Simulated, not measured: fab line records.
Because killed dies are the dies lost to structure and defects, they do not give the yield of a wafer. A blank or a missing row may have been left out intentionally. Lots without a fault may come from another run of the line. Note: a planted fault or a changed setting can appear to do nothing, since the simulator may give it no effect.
Comparing a struck lot with a sound one :: flow rit_cmos :: 14 steps out of a route of 202
Sound: wafers L723.2, L723.4, L723.5. Wafers struck: L737.1, L737.5, L737.6. The cause is named last.
Each step with rows lists, per side, the tool, then ch with its chambers, then its first start. Under that, the readings that differ: sound wafers :: struck wafers :: difference of the means :: sigmas: that difference in standard deviations of wafers without a fault.
alike: readings with means less than 2 such deviations apart, plus words and numbers identical on both sides. not compared: withheld readings, readings lacking a value on some wafer, bounds such as >300 that could conceal the same value, and numbers that have no deviation in the record and whose values overlap.
Wherever a step has rows on one side only, a row that says differs or no value, or a row with sigmas, the two part there. Non-overlapping numbers with no deviation appear without sigmas and do not part them. Lack of a reading on every wafer of one side parts them only where that side has two or more wafers.

first, 3 steps without rows for these wafers: RIT_NWELL_EXPOSE_03 (exposes mask M2, target cd 43900 nm); RIT_NWELL_PEB_04; RIT_NWELL_DEVELOP_05 (develop time 68 s).
RIT_NWELL_OVL_MEAS_06:
  sound on overlay-01 at day 2 16:38; struck on overlay-01 at day 5 09:32
  alike: NWELL_OVL
then, 2 steps without rows for these wafers: RIT_NWELL_HARDBAKE_07 (time 120 s); RIT_NWELL_IMPLANT_08.
RIT_NWELL_STRIP_09: strips in O2, time 180 s.
  sound on plasma_asher-01 ch 0,1, day 2 17:04; struck on plasma_asher-02 ch 0,1, day 5 09:58
  alike: chamber_pressure_mTorr, drypump_motor_current_A
  not compared: rf_hours_counter_h
RIT_NWELL_TW_MEAS_10:
  sound on film_metro-01 at day 2 17:16; struck on film_metro-03 at day 5 10:09
  alike: NWELL_TW
then, 4 steps without rows for these wafers: RIT_PWELL_HMDS_00 (prime time 60 s); RIT_PWELL_COAT_01 (resist thk 1300 nm); RIT_PWELL_SOFTBAKE_02 (time 60 s); RIT_PWELL_EXPOSE_03 (exposes mask M3, target cd 43700 nm).
RIT_PWELL_PEB_04:
  struck on litho_track-03, day 5 10:54; sound on litho_track-02 ch 0, day 2 17:54
reading: exhaust_pa (Pa)
sound: 44.3 45.3 45.1
struck: - - -
difference: no value on the struck wafers
sigmas: 
  not compared: chill_plate_temp_C
then, 1 step without rows for these wafers: RIT_PWELL_DEVELOP_05 (develop time 68 s).

WHERE THEY PART
RIT_PWELL_PEB_04 only, going by this record.

WHY: the cause the simulator had injected
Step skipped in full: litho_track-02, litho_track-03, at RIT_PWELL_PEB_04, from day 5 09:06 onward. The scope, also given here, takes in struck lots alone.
